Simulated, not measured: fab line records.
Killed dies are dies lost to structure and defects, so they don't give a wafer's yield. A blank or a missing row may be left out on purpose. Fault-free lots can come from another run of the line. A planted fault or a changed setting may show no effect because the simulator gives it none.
Which tool is to blame? + flow rit-cmos + Sampling: 6 lots, 18 wafers, 2 of 202 route steps

## WHAT EACH GAUGE READ, for each wafer
RIT_CONTACT_THK_MEAS_01.
| lot  | measured    | on            | CONTACT_TEOS_THK (nm) |
|------|-------------|---------------|-----------------------|
| L767 | day 3 13:25 | film-metro-03 | 400 403 409           |
| L769 | day 3 19:40 | film-metro-04 | 399 394 408           |
| L772 | day 4 11:05 | film-metro-04 | 409 400 404           |
| L777 | day 5 10:41 | film-metro-02 | 393 403 393           |
| L779 | day 5 22:40 | film-metro-03 | 397 390 396           |
| L783 | day 6 16:40 | film-metro-04 | 397 394 400           |

## EACH LOT AND THE TOOL THAT RAN IT (in order: tool; ch and the chambers of the sampled wafers; start)
| lot  | RIT_CONTACT_CVD_00             |
|------|--------------------------------|
| L767 | pecvd-02 ch 0,2, day 3 13:22   |
| L769 | pecvd-03 ch 0,1,2, day 3 19:37 |
| L772 | pecvd-02 ch 0,1,2, day 4 11:02 |
| L777 | pecvd-04 ch 0,1, day 5 10:37   |
| L779 | pecvd-03 ch 0,1,2, day 5 22:37 |
| L783 | pecvd-04 ch 1,2, day 6 16:37   |
- RIT_CONTACT_CVD_00: deposits SiO2 from TEOS, target thk 400 nm, time 61 s.

## THE ANSWER, worked out from the rows above alone
Rule: the lots themselves supply what counts as usual. Put in order of their means at a reading, lots are off if they are a third of the lots or fewer, leave a main group of 4 or more, and stand apart from it by a gap of 3 or more times the standard deviation of the main group's means; of several such gaps the widest counts. Not used: any main group whose means are identical at the precision the tables above print for the reading. A lot without any number at a reading at which 4 lots or more have one is off too. Where the step has rows for the other lots, those lots are counted as sound.
No lot is off at any reading shown: from this, nothing can be told.

## WHAT WAS PUT IN BY THE SIMULATOR
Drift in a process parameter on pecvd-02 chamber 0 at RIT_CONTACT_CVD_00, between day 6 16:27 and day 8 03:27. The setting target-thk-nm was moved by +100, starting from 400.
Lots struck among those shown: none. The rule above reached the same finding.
